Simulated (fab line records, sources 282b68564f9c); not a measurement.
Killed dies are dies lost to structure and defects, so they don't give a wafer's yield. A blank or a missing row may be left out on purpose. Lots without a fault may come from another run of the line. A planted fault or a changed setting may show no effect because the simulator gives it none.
Which tool did it? | flow rit_cmos | 7 lots, 21 wafers sampled, at 2 steps of a route of 202

WHAT THE GAUGES READ, wafer by wafer
RIT_SDANNEAL_RS_MEAS_04: measures by four-point-probe.
lot  | measured    | on            | PSD_RS (ohm/sq)
L605 | day 3 11:05 | film_metro-02 | 115.48 115.91 115.67
L607 | day 3 17:28 | film_metro-04 | 115.87 116.16 116.15
L609 | day 4 07:12 | film_metro-02 | 116.06 116.35 116.11
L611 | day 4 12:53 | film_metro-02 | 116.01 115.75 115.82
L614 | day 5 04:53 | film_metro-04 | 72.21 72.52 72.37
L618 | day 6 00:56 | film_metro-03 | 72.68 73.06 72.58
L625 | day 7 12:08 | film_metro-03 | 115.84 115.82 115.86

WHICH TOOL RAN EACH LOT (tool, then ch and the chambers of the sampled wafers, then the start)
lot  | RIT_SDANNEAL_RTA_03
L605 | rtp_anneal-02 ch 0, day 3 11:00
L607 | rtp_anneal-02 ch 0, day 3 17:24
L609 | rtp_anneal-02 ch 0, day 4 07:07
L611 | rtp_anneal-02 ch 0, day 4 12:50
L614 | rtp_anneal-01 ch 0, day 5 04:50
L618 | rtp_anneal-01 ch 0, day 6 00:53
L625 | rtp_anneal-02 ch 0, day 7 12:05
- RIT_SDANNEAL_RTA_03: time 5 s.

THE ANSWER, worked out from the rows above alone
Rule: what is usual is taken from the lots themselves. Put in order of their means at a reading, lots are off if they are a third of the lots or fewer, leave a main group of 4 or more, and stand apart from it by a gap of 3 or more times the standard deviation of the main group's means; of several such gaps the widest counts. A main group whose means are all the same, to the digits that the tables above print for the reading, isn't used. A lot without any number at a reading at which 4 lots or more have one is off too. The other lots that the step has rows for count as sound.
Off: L614, L618, at RIT_SDANNEAL_RS_MEAS_04 (PSD_RS). The main group: mean 115.92 ohm/sq, standard deviation 0.17.
A tool fits if, at a process step before that reading, it ran every lot that is off, and no sound lot after the first of them. The gauges at RIT_SDANNEAL_RS_MEAS_04 are tried like those tools. One fits: rtp_anneal-01 at RIT_SDANNEAL_RTA_03. It ran no sound lot before its first lot that is off in this sample, so the start can't be narrowed down.

WHAT THE SIMULATOR HAD PUT IN
Process parameter drift: rtp_anneal-01, from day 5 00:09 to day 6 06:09, at RIT_SDANNEAL_RTA_03. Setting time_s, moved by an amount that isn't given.
Lots struck among those shown: L614, L618. The rule above found the same.
